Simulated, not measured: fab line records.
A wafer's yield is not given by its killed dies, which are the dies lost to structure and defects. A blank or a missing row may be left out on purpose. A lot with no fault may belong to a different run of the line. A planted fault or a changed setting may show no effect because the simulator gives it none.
8D (eight disciplines) problem report, filled in by code | flow rit cmos | the parts of the form that need people (team, actions taken, sign-off) are left out

1. WHAT WENT WRONG
Mean of heater power total W at RIT_M1_HARDBAKE_11: 49.43 W across 9 wafers in 3 lots; on wafers with no fault it is 52.03 W (standard deviation 0.059). That puts it -44 standard deviations away from the usual mean.
The step: time 120 s.
Earliest sighting: wafer L354.1 on litho track-04 at day 6 09:23. The record holds 21 wafers of 7 lots with a number at this step. The rule behind "out" and "out of limits": a value lying over 4 standard deviations away from the usual mean. The rest of the wafers with a number are treated as sound.

2. WHAT IT IS, WHAT IT ISN'T
question                    | is                                 | is not
which readings at this step | heater power total W, plate temp C | -
which lots                  | L354, L355, L358                   | L348, L350, L362, L363
which wafers of those lots  | all that have a number             | -
read on which tools         | litho track-04                     | litho track-01
when                        | from day 6 09:23                   | up to then (6 sound wafers); but 6 sound wafers of L362, L363 came after

3. THE SUSPECTS, EACH WITH WHAT RULES IT OUT
Counting: any tool at a process step up to the reading is kept as a suspect provided that every lot that is out went through it and no sound lot did after the first of them.
- litho track-04 at RIT_M1_HARDBAKE_11 (time 120 s): kept. Every lot that is out went through it, starting with L354 (day 6 09:23), and after that it ran no sound lot; the last sound lot it ran before then is L348 (day 5 02:57). On those wafers its own readings are out: heater power total W, plate temp C.
Remaining after the count: litho track-04 at RIT_M1_HARDBAKE_11.

4. THE CAUSE (what the simulator had put in)
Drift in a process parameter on litho track-04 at RIT_M1_HARDBAKE_11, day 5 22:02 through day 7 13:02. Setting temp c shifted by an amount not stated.
The count eliminated every tool but this one.

5. THE CHAIN OF EFFECTS, in route order
One row per reading whose mean, taken over the struck wafers that have a number, lies over 3 standard deviations from the usual. Readings are gone through only where the record gives a usual standard deviation; hours: the median, over the lots, of the time from a lot's start at the first step in this table giving one to that lot's start at this step; sigmas: the change measured in usual standard deviations.
hours | step               | reading              | usual    | on struck wafers | change | sigmas
0     | RIT_M1_HARDBAKE_11 | heater power total W | 52.03 W  | 49.43            | -2.60  | -44
0     | RIT_M1_HARDBAKE_11 | plate temp C         | 140.02 C | 134.51           | -5.51  | -32
The process steps in it:
- RIT_M1_HARDBAKE_11: time 120 s.

6. WHAT WOULD HAVE CAUGHT IT SOONER
The fault began at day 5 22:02; the first out-of-limits reading in this record came at day 6 09:23, 11 hours later.
